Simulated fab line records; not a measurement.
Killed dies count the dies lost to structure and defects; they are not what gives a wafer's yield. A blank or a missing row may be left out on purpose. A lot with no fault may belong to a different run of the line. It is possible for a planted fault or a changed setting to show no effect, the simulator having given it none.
Comparing a struck lot with a sound one	flow berkeley_cmos170	22 steps out of a route of 331
Sound: these wafers, L832.1, L832.5, L832.6. The struck wafers were L839.1, L839.4, L839.6. The cause comes at the end.
Per side, at each step with rows, come the tool, then ch with its chambers, and then its first start. Under that, the readings that differ: sound wafers	struck wafers	difference of the means	sigmas: that difference in standard deviations of wafers without a fault.
alike: readings whose means differ by less than 2 such deviations, and words and numbers that are the same on both sides. not compared: withheld readings, readings that some wafer has no value for, bounds like >300 that may hide the same value, and numbers for which the record gives no deviation and whose values overlap.
The two part at a step that has a row with sigmas, a row that says differs or no value, or rows on one side only. Numbers that have no deviation but don't overlap get no sigmas and don't part them. Lack of a reading on every wafer of one side parts them only where that side has two or more wafers.

first, 6 steps without rows for these wafers: UCB170_ZERO_HMDS_00 (prime time 60 s); UCB170_ZERO_COAT_01 (resist thk 900 nm); UCB170_ZERO_SOFTBAKE_02 (time 60 s); UCB170_ZERO_EXPOSE_03 (exposes mask PM MARKS, target cd 4000 nm); UCB170_ZERO_PEB_04; UCB170_ZERO_DEVELOP_05 (develop time 45 s).
UCB170_ZERO_ETCH_06: etches SiO2 in CHF3/CF4/Ar, time 12 s.
  sound on rie_diel-01 ch 1,3, day 3 05:05; struck on rie_diel-03 ch 1,2, day 4 15:28
  alike: CHF3_flow_sccm, drypump_motor_current_A, oes_product_au, throttle_valve_pct
  not compared: rf_hours_counter_h
UCB170_ZERO_STRIP_07: strips in O2.
  sound on plasma_asher-03 ch 0,1, day 3 05:07; struck on plasma_asher-02 ch 1, day 4 15:29
  alike: drypump_motor_current_A, oes_product_au, strip_time_to_endpoint_s
  not compared: rf_hours_counter_h
then, 2 steps without rows for these wafers: UCB170_NWELL_WET_ETCH_00 (etches SiO2 in dHF, time 200 s); UCB170_NWELL_OXIDATION_01 (target thk 26.4 nm, ox time 1260 s).
UCB170_NWELL_THK_MEAS_02:
  sound on film_metro-04, day 3 08:08; struck on film_metro-01, day 4 17:52
  alike: NWELL_OXIDE_THK
then, 1 step without rows for these wafers: UCB170_NWELL_ANNEAL_03 (time 900 s).
UCB170_NWELL_CVD_04: deposits Si3N4 from SiH2Cl2/NH3, target thk 224 nm, time 3360 s.
  sound on lpcvd-02 ch 0, day 3 13:19; struck on lpcvd-02 ch 1, day 4 21:52
reading	sound	struck	difference	sigmas
nh3_flow_sccm (sccm)	75.10 74.92 75.22	112.35 112.40 112.46	+37.32	+99 or more
model.Si3N4_of_NWELL_CVD_04.thk_nm (nm)	220.8 222.3 221.2	308.6 308 308.9	+87.1	
  alike: sih2cl2_flow_sccm, spike_tc_centre_C, zone_power_centre_pct, zone_power_load_pct
UCB170_NWELL_THK_MEAS_05:
  sound on film_metro-01, day 3 15:14; struck on film_metro-01, day 5 00:07
reading	sound	struck	difference	sigmas
NWELL_NITRIDE_THK (nm)	220.8 222.2 221.2	308.7 307.8 309.0	+87.1	+38
  not compared: hold
then, 5 steps without rows for these wafers: UCB170_NWELL_COAT_07 (resist thk 900 nm); UCB170_NWELL_SOFTBAKE_08 (time 60 s); UCB170_NWELL_EXPOSE_09 (exposes mask NWELL, target cd 3000 nm); UCB170_NWELL_PEB_10; UCB170_NWELL_DEVELOP_11 (develop time 45 s).
UCB170_NWELL_OVL_MEAS_12:
  sound on overlay-02, day 3 16:32; struck on overlay-01, day 5 01:45
  alike: NWELL_OVL
UCB170_NWELL_ETCH_13: etches Si3N4 in CH3F/Ar/O2, stops on SiO2, target depth 246.4 nm, time 154 s.
  sound on rie_diel-01 ch 0,2,3, day 3 16:34; struck on rie_diel-02 ch 0,1,3, day 5 01:47
reading	sound	struck	difference	sigmas
oes_product_au (a.u.)	0.952 0.934 0.940	1.020 1.012 0.992	+0.066	+5
model.etch.depth_nm (nm)	220.8 222.3 221.2	254.7 245.5 248.3	+28.1	
  alike: drypump_motor_current_A, throttle_valve_pct
  not compared: rf_hours_counter_h
following that, these wafers have no rows for 1 step: UCB170_NWELL_IMPLANT_14.

== WHERE THEY PART ==
Earliest at UCB170_NWELL_CVD_04; latest, in this record, at UCB170_NWELL_ETCH_13.

WHY: what had been put in by the simulator
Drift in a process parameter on lpcvd-02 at UCB170_NWELL_CVD_04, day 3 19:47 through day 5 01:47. The setting nh3_flow_sccm was moved by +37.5, starting from 75. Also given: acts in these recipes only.
